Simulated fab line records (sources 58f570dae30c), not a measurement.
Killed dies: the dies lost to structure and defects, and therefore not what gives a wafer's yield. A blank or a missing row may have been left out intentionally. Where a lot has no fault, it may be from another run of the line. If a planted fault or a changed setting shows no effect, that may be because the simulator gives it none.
2 desks looking at one fault | flow berkeley cmos170 | every desk sees just its own numbers, and what lay behind them comes last

## THE METROLOGY DESK
Lot by lot, what the gauges showed, no matter which tool ran the lot: averages of those sampled wafers that carry a number. Marked OUT: a lot whose mean sits more than 4 standard deviations from the usual mean, which makes it out of limits; the brackets give that distance. Shown are 7 of the 8 readings it has, namely the first that went out of limits plus those furthest out on some lot.
Columns: A = cd nm at UCB170_M2_CD_MEAS_15, usual 700.0 nm; B = cd nm at UCB170_M2_CD_MEAS_90, usual 698 nm; C = V2_TEOS_THK at UCB170_V2_THK_MEAS_01, usual 2007 nm; D = V2_BOW at UCB170_V2_BOW_MEAS_03, usual 37 um; E = V2_POLISHED_THK at UCB170_V2_THK_MEAS_04, usual 999.7 nm; F = cd nm at UCB170_V2_CD_MEAS_12, usual 699.9 nm; G = V2_OVL at UCB170_V2_OVL_MEAS_13, usual 0 nm
lot  | first seen here | A     | B   | C    | D  | E                | F     | G
L511 | day 9 08:07     | 699.3 | 694 | 2047 | 39 | 999.2            | 698.1 | 4
L513 | day 10 07:58    | 699.6 | 699 | 2026 | 40 | 998.7            | 700.8 | -5
L517 | day 10 09:17    | 698.5 | 693 | 1984 | 48 | 998.5            | 700.7 | 10
L519 | day 10 23:16    | 700.3 | 704 | 1972 | 39 | 999.4            | 698.8 | -7
L528 | day 12 00:50    | 700.9 | 698 | 2027 | 35 | 1083.5 (+70) OUT | 700.1 | 2
L529 | day 12 12:24    | 699.0 | 699 | 2008 | 33 | 1082.9 (+69) OUT | 699.7 | -5
This desk finds L528, L529 out of limits, with the earliest case on L528 at day 12 02:04 (V2_POLISHED_THK at UCB170_V2_THK_MEAS_04). In limits: L511, L513, L517, L519.

## AT THE TOOL OWNER'S DESK: cmp-01
The tool's own readings at UCB170_V2_CMP_02 (polishes SiO2): means of the sampled wafers that have a number, for each lot that ran on this tool. Marked OUT: a lot whose mean sits more than 4 standard deviations from the usual mean, which makes it out of limits; the brackets give that distance.
Columns: A = motor current A at UCB170_V2_CMP_02, usual 16.2 A; B = slurry flow ml min at UCB170_V2_CMP_02, usual 150.0
lot  | first seen here | A    | B
L513 | day 10 08:50    | 17.1 | 149.9
L517 | day 10 10:11    | 16.8 | 150.1
L519 | day 11 00:05    | 16.6 | 150.2
L528 | day 12 01:40    | 16.2 | 149.9
L529 | day 12 13:14    | 15.9 | 149.8
This desk's verdict: no lot among the 5 shows anything out of limits.

## PUT TOGETHER
On L528, L529, the metrology desk was in a position to raise an alarm at day 12 02:04.
Nothing out of limits was seen by the tool owner's desk.
On record at the tool owner's desk: L528, L529, within its limits.
On cmp-01, each named lot ran UCB170_V2_CMP_02.

## WHAT HAD BEEN PUT IN BY THE SIMULATOR
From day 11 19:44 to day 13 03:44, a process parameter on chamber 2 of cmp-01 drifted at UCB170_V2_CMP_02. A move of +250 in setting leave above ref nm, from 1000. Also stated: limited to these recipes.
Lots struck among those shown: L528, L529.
Per desk, hours elapsed from the start of the fault to the first reading out of limits: for the metrology desk, 6.
